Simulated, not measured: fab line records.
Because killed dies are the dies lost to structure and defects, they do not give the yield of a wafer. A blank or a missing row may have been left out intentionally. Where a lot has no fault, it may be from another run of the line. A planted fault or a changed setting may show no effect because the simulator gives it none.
What tool caused it? || flow berkeley-cmos170 || Sampling: 14 lots, 42 wafers, 6 of 331 route steps

== WHAT THE GAUGES SHOWED, per wafer ==
UCB170_PFIELD_TW_MEAS_09. Usual: PFIELD_TW gives 603 (standard deviation 4.9).
{"lot": "L389", "measured": "day 5 11:14", "on": "film-metro-01", "PFIELD_TW": "606 604 605", "flag": ""}
{"lot": "L396", "measured": "day 6 23:34", "on": "film-metro-01", "PFIELD_TW": "606 609 607", "flag": ""}
{"lot": "L398", "measured": "day 7 08:59", "on": "film-metro-02", "PFIELD_TW": "591 594 593", "flag": ""}
{"lot": "L400", "measured": "day 7 14:16", "on": "film-metro-03", "PFIELD_TW": "606 607 605", "flag": ""}
{"lot": "L399", "measured": "day 7 15:17", "on": "film-metro-01", "PFIELD_TW": "605 603 605", "flag": ""}
{"lot": "L401", "measured": "day 8 01:36", "on": "film-metro-01", "PFIELD_TW": "601 607 600", "flag": ""}
{"lot": "L403", "measured": "day 8 01:43", "on": "film-metro-03", "PFIELD_TW": "610 606 606", "flag": ""}
{"lot": "L404", "measured": "day 9 04:11", "on": "film-metro-01", "PFIELD_TW": "604 606 604", "flag": ""}
{"lot": "L405", "measured": "day 9 04:47", "on": "film-metro-01", "PFIELD_TW": "604 604 601", "flag": ""}
{"lot": "L406", "measured": "day 9 15:47", "on": "film-metro-01", "PFIELD_TW": "609 607 601", "flag": ""}
{"lot": "L407", "measured": "day 9 16:06", "on": "film-metro-03", "PFIELD_TW": "609 603 606", "flag": ""}
{"lot": "L408", "measured": "day 10 05:31", "on": "film-metro-01", "PFIELD_TW": "602 602 606", "flag": ""}
{"lot": "L410", "measured": "day 10 05:38", "on": "film-metro-03", "PFIELD_TW": "606 606 610", "flag": ""}
{"lot": "L409", "measured": "day 10 05:55", "on": "film-metro-02", "PFIELD_TW": "592 595 595", "flag": ""}

UCB170_PLDD_CD_MEAS_06 targets a cd of 1200 nm. Usual: cd-nm reads 1199.7 nm (standard deviation 1.5).
{"lot": "L389", "measured": "day 7 16:40", "on": "cd-sem-01", "cd-nm (nm)": "1201.8 1201.4 1200.7", "flag": ""}
{"lot": "L396", "measured": "day 9 18:23", "on": "cd-sem-02", "cd-nm (nm)": "1198.0 1198.6 1198.5", "flag": ""}
{"lot": "L398", "measured": "day 10 18:21", "on": "cd-sem-02", "cd-nm (nm)": "1198.0 1200.3 1199.5", "flag": ""}
{"lot": "L400", "measured": "day 10 18:10", "on": "cd-sem-02", "cd-nm (nm)": "1202.1 1202.6 1200.6", "flag": ""}
{"lot": "L399", "measured": "day 10 17:55", "on": "cd-sem-01", "cd-nm (nm)": "1201.0 1200.6 1201.1", "flag": ""}
{"lot": "L401", "measured": "day 11 14:37", "on": "cd-sem-02", "cd-nm (nm)": "1197.9 1198.7 1197.7", "flag": ""}
{"lot": "L403", "measured": "day 11 14:19", "on": "cd-sem-01", "cd-nm (nm)": "1199.2 1199.4 1199.2", "flag": ""}
{"lot": "L404", "measured": "day 12 03:15", "on": "cd-sem-02", "cd-nm (nm)": "1200.8 1199.5 1200.1", "flag": ""}
{"lot": "L405", "measured": "day 12 03:28", "on": "cd-sem-02", "cd-nm (nm)": "1200.1 1200.9 1200.5", "flag": ""}
{"lot": "L406", "measured": "day 12 07:31", "on": "cd-sem-02", "cd-nm (nm)": "1199.4 1200.0 1199.3", "flag": ""}
{"lot": "L407", "measured": "day 12 08:05", "on": "cd-sem-02", "cd-nm (nm)": "1198.1 1199.1 1198.6", "flag": ""}
{"lot": "L408", "measured": "day 12 18:47", "on": "cd-sem-02", "cd-nm (nm)": "1198.9 1200.4 1199.8", "flag": ""}
{"lot": "L410", "measured": "day 12 18:23", "on": "cd-sem-01", "cd-nm (nm)": "1202.4 1202.0 1201.5", "flag": ""}
{"lot": "L409", "measured": "day 12 18:41", "on": "cd-sem-01", "cd-nm (nm)": "1198.0 1200.3 1199.0", "flag": ""}

UCB170_M3_RS_MEAS_02: the measuring method here is four-point-probe. Usual: M3_AL_RS gives 0.0323 ohm/sq (standard deviation 0.00044).
{"lot": "L389", "measured": "day 9 02:17", "on": "film-metro-01", "M3_AL_RS (ohm/sq)": "0.0321 0.0327 0.0321", "flag": ""}
{"lot": "L396", "measured": "day 11 15:56", "on": "film-metro-01", "M3_AL_RS (ohm/sq)": "0.0159 0.0162 0.0161", "flag": "OFF"}
{"lot": "L398", "measured": "day 12 08:35", "on": "film-metro-03", "M3_AL_RS (ohm/sq)": "0.0319 0.0314 0.0323", "flag": ""}
{"lot": "L400", "measured": "day 12 09:37", "on": "film-metro-03", "M3_AL_RS (ohm/sq)": "0.0322 0.0321 0.0317", "flag": ""}
{"lot": "L399", "measured": "day 12 07:44", "on": "film-metro-03", "M3_AL_RS (ohm/sq)": "0.0163 0.0161 0.0162", "flag": "OFF"}
{"lot": "L401", "measured": "day 13 01:05", "on": "film-metro-04", "M3_AL_RS (ohm/sq)": "0.0321 0.0316 0.0322", "flag": ""}
{"lot": "L403", "measured": "day 13 01:29", "on": "film-metro-03", "M3_AL_RS (ohm/sq)": "0.0323 0.0323 0.0328", "flag": ""}
{"lot": "L404", "measured": "day 13 10:20", "on": "film-metro-03", "M3_AL_RS (ohm/sq)": "0.0322 0.0326 0.0321", "flag": ""}
{"lot": "L405", "measured": "day 13 12:19", "on": "film-metro-04", "M3_AL_RS (ohm/sq)": "0.0315 0.0319 0.0321", "flag": ""}
{"lot": "L406", "measured": "day 13 19:02", "on": "film-metro-01", "M3_AL_RS (ohm/sq)": "0.0320 0.0313 0.0327", "flag": ""}
{"lot": "L407", "measured": "day 13 20:38", "on": "film-metro-01", "M3_AL_RS (ohm/sq)": "0.0325 0.0319 0.0322", "flag": ""}
{"lot": "L408", "measured": "day 14 10:37", "on": "film-metro-03", "M3_AL_RS (ohm/sq)": "0.0327 0.0327 0.0324", "flag": ""}
{"lot": "L410", "measured": "day 14 05:55", "on": "film-metro-01", "M3_AL_RS (ohm/sq)": "0.0319 0.0326 0.0323", "flag": ""}
{"lot": "L409", "measured": "day 14 08:19", "on": "film-metro-01", "M3_AL_RS (ohm/sq)": "0.0321 0.0319 0.0330", "flag": ""}

UCB170_M3_THK_MEAS_03: measures by xrf. Usual: M3_AL_THK gives 888 nm (standard deviation 12).
{"lot": "L389", "measured": "day 9 02:24", "on": "film-metro-01", "M3_AL_THK (nm)": "903 883 892", "flag": ""}
{"lot": "L396", "measured": "day 11 16:02", "on": "film-metro-01", "M3_AL_THK (nm)": "1773 1753 1754", "flag": "OFF"}
{"lot": "L398", "measured": "day 12 08:42", "on": "film-metro-03", "M3_AL_THK (nm)": "899 915 889", "flag": ""}
{"lot": "L400", "measured": "day 12 09:42", "on": "film-metro-03", "M3_AL_THK (nm)": "895 896 905", "flag": ""}
{"lot": "L399", "measured": "day 12 07:50", "on": "film-metro-03", "M3_AL_THK (nm)": "1753 1774 1766", "flag": "OFF"}
{"lot": "L401", "measured": "day 13 01:13", "on": "film-metro-04", "M3_AL_THK (nm)": "893 909 883", "flag": ""}
{"lot": "L403", "measured": "day 13 01:36", "on": "film-metro-03", "M3_AL_THK (nm)": "889 892 880", "flag": ""}
{"lot": "L404", "measured": "day 13 10:26", "on": "film-metro-03", "M3_AL_THK (nm)": "897 885 900", "flag": ""}
{"lot": "L405", "measured": "day 13 12:26", "on": "film-metro-04", "M3_AL_THK (nm)": "912 898 894", "flag": ""}
{"lot": "L406", "measured": "day 13 19:10", "on": "film-metro-01", "M3_AL_THK (nm)": "900 917 879", "flag": ""}
{"lot": "L407", "measured": "day 13 20:45", "on": "film-metro-01", "M3_AL_THK (nm)": "883 898 890", "flag": ""}
{"lot": "L408", "measured": "day 14 10:44", "on": "film-metro-03", "M3_AL_THK (nm)": "880 882 889", "flag": ""}
{"lot": "L410", "measured": "day 14 06:02", "on": "film-metro-01", "M3_AL_THK (nm)": "899 879 887", "flag": ""}
{"lot": "L409", "measured": "day 14 08:25", "on": "film-metro-01", "M3_AL_THK (nm)": "898 895 871", "flag": ""}

UCB170_M3_BOW_MEAS_20. Usual: M3_BOW gives 35 um (standard deviation 6.6).
{"lot": "L389", "measured": "day 9 04:49", "on": "film-metro-03", "M3_BOW (um)": "26 19 43", "flag": ""}
{"lot": "L396", "measured": "day 11 18:43", "on": "film-metro-03", "M3_BOW (um)": "39 34 38", "flag": ""}
{"lot": "L398", "measured": "day 12 14:20", "on": "film-metro-01", "M3_BOW (um)": "27 28 31", "flag": ""}
{"lot": "L400", "measured": "day 12 15:08", "on": "film-metro-04", "M3_BOW (um)": "37 26 34", "flag": ""}
{"lot": "L399", "measured": "day 12 10:38", "on": "film-metro-03", "M3_BOW (um)": "46 42 43", "flag": ""}
{"lot": "L401", "measured": "day 13 03:35", "on": "film-metro-03", "M3_BOW (um)": "40 40 41", "flag": ""}
{"lot": "L403", "measured": "day 13 03:58", "on": "film-metro-03", "M3_BOW (um)": "41 35 33", "flag": ""}
{"lot": "L404", "measured": "day 13 14:04", "on": "film-metro-03", "M3_BOW (um)": "35 36 26", "flag": ""}
{"lot": "L405", "measured": "day 13 16:02", "on": "film-metro-01", "M3_BOW (um)": "25 27 39", "flag": ""}
{"lot": "L406", "measured": "day 13 21:38", "on": "film-metro-04", "M3_BOW (um)": "45 39 48", "flag": ""}
{"lot": "L407", "measured": "day 13 23:58", "on": "film-metro-04", "M3_BOW (um)": "48 45 47", "flag": ""}
{"lot": "L408", "measured": "day 14 13:16", "on": "film-metro-03", "M3_BOW (um)": "43 34 33", "flag": ""}
{"lot": "L410", "measured": "day 14 08:33", "on": "film-metro-03", "M3_BOW (um)": "40 30 40", "flag": ""}
{"lot": "L409", "measured": "day 14 10:50", "on": "film-metro-01", "M3_BOW (um)": "24 36 27", "flag": ""}

== WHICH TOOL RAN EACH LOT (tool, then ch and the chambers of the sampled wafers, then the start) ==
{"lot": "L389", "UCB170_M3_SPUTTER_01": "pvd-sputter-02, day 9 02:12"}
{"lot": "L396", "UCB170_M3_SPUTTER_01": "pvd-sputter-04, day 11 15:33"}
{"lot": "L398", "UCB170_M3_SPUTTER_01": "pvd-sputter-02, day 12 08:30"}
{"lot": "L400", "UCB170_M3_SPUTTER_01": "pvd-sputter-04, day 12 09:28"}
{"lot": "L399", "UCB170_M3_SPUTTER_01": "pvd-sputter-04, day 12 07:22"}
{"lot": "L401", "UCB170_M3_SPUTTER_01": "pvd-sputter-03, day 13 00:56"}
{"lot": "L403", "UCB170_M3_SPUTTER_01": "pvd-sputter-02, day 13 01:23"}
{"lot": "L404", "UCB170_M3_SPUTTER_01": "pvd-sputter-04, day 13 10:14"}
{"lot": "L405", "UCB170_M3_SPUTTER_01": "pvd-sputter-03, day 13 12:14"}
{"lot": "L406", "UCB170_M3_SPUTTER_01": "pvd-sputter-03, day 13 18:57"}
{"lot": "L407", "UCB170_M3_SPUTTER_01": "pvd-sputter-04, day 13 20:32"}
{"lot": "L408", "UCB170_M3_SPUTTER_01": "pvd-sputter-04, day 14 10:32"}
{"lot": "L410", "UCB170_M3_SPUTTER_01": "pvd-sputter-04, day 14 05:50"}
{"lot": "L409", "UCB170_M3_SPUTTER_01": "pvd-sputter-03, day 14 08:11"}
- UCB170_M3_SPUTTER_01: material Al, target thk 900 nm, time 120 s.

== WHAT THE TOOLS THEMSELVES READ (means of the sampled wafers that have a number; where no wafer has one, the mark that the record gives instead) ==
UCB170_M3_SPUTTER_01. Usual: throttle-valve-pct reads 29.9 % (standard deviation 1.3).
{"lot": "L389", "tool": "pvd-sputter-02", "throttle-valve-pct (%)": 30.6, "flag": ""}
{"lot": "L396", "tool": "pvd-sputter-04", "throttle-valve-pct (%)": 29.8, "flag": ""}
{"lot": "L398", "tool": "pvd-sputter-02", "throttle-valve-pct (%)": 30.7, "flag": ""}
{"lot": "L400", "tool": "pvd-sputter-04", "throttle-valve-pct (%)": 29.6, "flag": ""}
{"lot": "L399", "tool": "pvd-sputter-04", "throttle-valve-pct (%)": 30.6, "flag": ""}
{"lot": "L401", "tool": "pvd-sputter-03", "throttle-valve-pct (%)": 29.9, "flag": ""}
{"lot": "L403", "tool": "pvd-sputter-02", "throttle-valve-pct (%)": 30.5, "flag": ""}
{"lot": "L404", "tool": "pvd-sputter-04", "throttle-valve-pct (%)": 29.6, "flag": ""}
{"lot": "L405", "tool": "pvd-sputter-03", "throttle-valve-pct (%)": 30.2, "flag": ""}
{"lot": "L406", "tool": "pvd-sputter-03", "throttle-valve-pct (%)": 28.6, "flag": ""}
{"lot": "L407", "tool": "pvd-sputter-04", "throttle-valve-pct (%)": 29.8, "flag": ""}
{"lot": "L408", "tool": "pvd-sputter-04", "throttle-valve-pct (%)": 29.7, "flag": ""}
{"lot": "L410", "tool": "pvd-sputter-04", "throttle-valve-pct (%)": 29.7, "flag": ""}
{"lot": "L409", "tool": "pvd-sputter-03", "throttle-valve-pct (%)": 29.6, "flag": ""}

== THE ANSWER, worked out from the rows above alone ==
Rule: lot off if the mean of its wafers having a number is beyond 3 standard deviations from the usual mean. Also off: a lot with no number at a reading for which 4 or more lots have one. The other lots that the step has rows for count as sound. The gauges are gone through in route order, then the tools' own readings, and for those a lot's mean is taken as printed above. At the first step where some lot is off, the reading lying furthest off is the one used; lots without a number count as furthest.
Off: at UCB170_M3_RS_MEAS_02 (M3_AL_RS), L396, L399.
A tool fits if, at a process step before that reading, it ran every lot that is off, and no sound lot after the first of them. Those tools and the gauges at UCB170_M3_RS_MEAS_02 are tried in the same way. Not one of the candidates tried fits.

== WHAT HAD BEEN PUT IN BY THE SIMULATOR ==
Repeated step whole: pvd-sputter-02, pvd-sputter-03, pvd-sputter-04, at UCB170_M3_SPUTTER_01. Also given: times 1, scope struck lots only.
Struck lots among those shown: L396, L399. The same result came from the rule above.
